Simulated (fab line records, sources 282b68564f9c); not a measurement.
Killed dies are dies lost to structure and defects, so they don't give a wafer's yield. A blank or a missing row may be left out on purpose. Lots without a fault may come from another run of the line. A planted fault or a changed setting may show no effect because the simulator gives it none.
A struck lot beside a sound one | flow rit_cmos | 18 steps out of a route of 202
Sound: wafers L525.1, L525.3, L525.5. Struck: wafers L533.2, L533.4. (L533.5 of the same lot was not struck and is left out.) The cause comes at the end.
At each step with rows: each side's tool, then ch and its chambers, then its first start. Under that, the readings that differ: sound wafers | struck wafers | difference of the means | sigmas: that difference in standard deviations of wafers without a fault.
alike: readings whose means differ by less than 2 such deviations, and words and numbers that are the same on both sides. not compared: withheld readings, readings that some wafer has no value for, bounds like >300 that may hide the same value, and numbers for which the record gives no deviation and whose values overlap.
The two part at a step that has a row with sigmas, a row that says differs or no value, or rows on one side only. Numbers that don't overlap but have no deviation are shown without sigmas and don't part them. A reading that every wafer of one side lacks parts them only if that side has two wafers or more.

RIT_M1_SPUTTER_00: material Al, target thk 400 nm, time 500 s.
  sound on pvd_sputter-02, day 3 20:04; struck on pvd_sputter-02, day 5 09:09
  alike: chamber_pressure_pa, throttle_valve_pct
RIT_M1_RS_MEAS_01: measures by four-point-probe.
  sound on film_metro-04, day 3 20:22; struck on film_metro-02, day 5 09:28
  alike: M1_AL_RS
RIT_M1_THK_MEAS_02: measures by xrf.
  sound on film_metro-04, day 3 20:29; struck on film_metro-02, day 5 09:35
  alike: M1_AL_THK
then, 6 steps without rows for these wafers: RIT_M1_HMDS_03 (prime time 60 s); RIT_M1_COAT_04 (resist thk 1300 nm); RIT_M1_SOFTBAKE_05 (time 60 s); RIT_M1_EXPOSE_06 (exposes mask M12, target cd 2600 nm); RIT_M1_PEB_07; RIT_M1_DEVELOP_08 (develop time 69.05 s).
RIT_M1_CD_MEAS_09: target cd 2600 nm.
  sound on cd_sem-02, day 3 21:47; struck on cd_sem-02, day 5 10:32
  alike: cd_nm
RIT_M1_OVL_MEAS_10:
  sound on overlay-01, day 3 21:54; struck on overlay-01, day 5 10:38
  reading     | sound       | struck    | difference | sigmas
  M1_OVL (nm) | 1.4 2.3 1.1 | -1.2 -3.0 | -3.7       | -3
then, 1 step without rows for these wafers: RIT_M1_HARDBAKE_11 (time 120 s).
RIT_M1_METAL_ETCH_12: etches Al in Cl2/BCl3, stops on SiO2, time 165 s, target depth 600 nm.
  sound on rie_metal-03 ch 1, day 3 22:17; struck on rie_metal-03 ch 1, day 5 10:55
  reading                                  | sound             | struck      | difference | sigmas
  oes_product_au (a.u.)                    | 0.804 0.805 0.815 | 0.700 0.706 | -0.105     | -5
  run_length_s (s)                         | 193.1 192.9 192.9 | 239.2 239.4 | +46.3      | +79
  model.NOVOLAK_of_M1_COAT_04.thk_nm (nm)  | 810.7 808.6 809.5 | 705.9 706.3 | -103.5     |
  model.M1.feature_depth_nm (nm)           | 431.3 431.3 430   | 439.8 439.6 | +8.8       |
  model.SiO2_of_CONTACT_CVD_00.thk_nm (nm) | 366.5 363 367.6   | 349.9 357.3 | -12.1      |
  alike: drypump_motor_current_A, rf_fwd_power_W, throttle_valve_pct
  not compared: rf_hours_counter_h
then, 1 step without rows for these wafers: RIT_M1_STRIP_13 (strips in nmp, time 600 s).
RIT_M1_STRIP_14: strips in O2, time 180 s.
  sound on plasma_asher-02 ch 0,1, day 3 22:38; struck on plasma_asher-02 ch 0,1, day 5 11:16
  alike: drypump_motor_current_A
  not compared: rf_hours_counter_h
RIT_M1_CD_MEAS_90: target cd 2600 nm.
  sound on cd_sem-01, day 3 22:48; struck on cd_sem-02, day 5 11:28
  reading    | sound                | struck        | difference | sigmas
  cd_nm (nm) | 2598.0 2600.6 2599.1 | 2591.5 2593.4 | -6.8       | -3
then, 1 step without rows for these wafers: RIT_M1_ANNEAL_15 (time 1800 s).
RIT_M1_PROBE_99:
  sound on prober-02, day 4 00:32; struck on prober-01, day 5 13:14
  reading                               | sound                       | struck            | difference | sigmas
  model.etest.antenna_m1.vt_shift_v (V) | -0.01369 -0.008954 -0.01518 | -0.02287 -0.02085 | -0.00925   |
  alike: defect_limited_yield, killed_at_contacts, killed_at_front_end, killed_dies, killed_open, killed_short, sort_bin_3_pad_short, sort_bin_5_function, sort_bin_6_memory, sort_n_pass, sort_yield_pct

WHERE THEY PART
First at RIT_M1_OVL_MEAS_10; last, within this record, at RIT_M1_CD_MEAS_90. Later steps at which nothing parts them and some readings are alike: RIT_M1_PROBE_99.

WHY: what the simulator had put in
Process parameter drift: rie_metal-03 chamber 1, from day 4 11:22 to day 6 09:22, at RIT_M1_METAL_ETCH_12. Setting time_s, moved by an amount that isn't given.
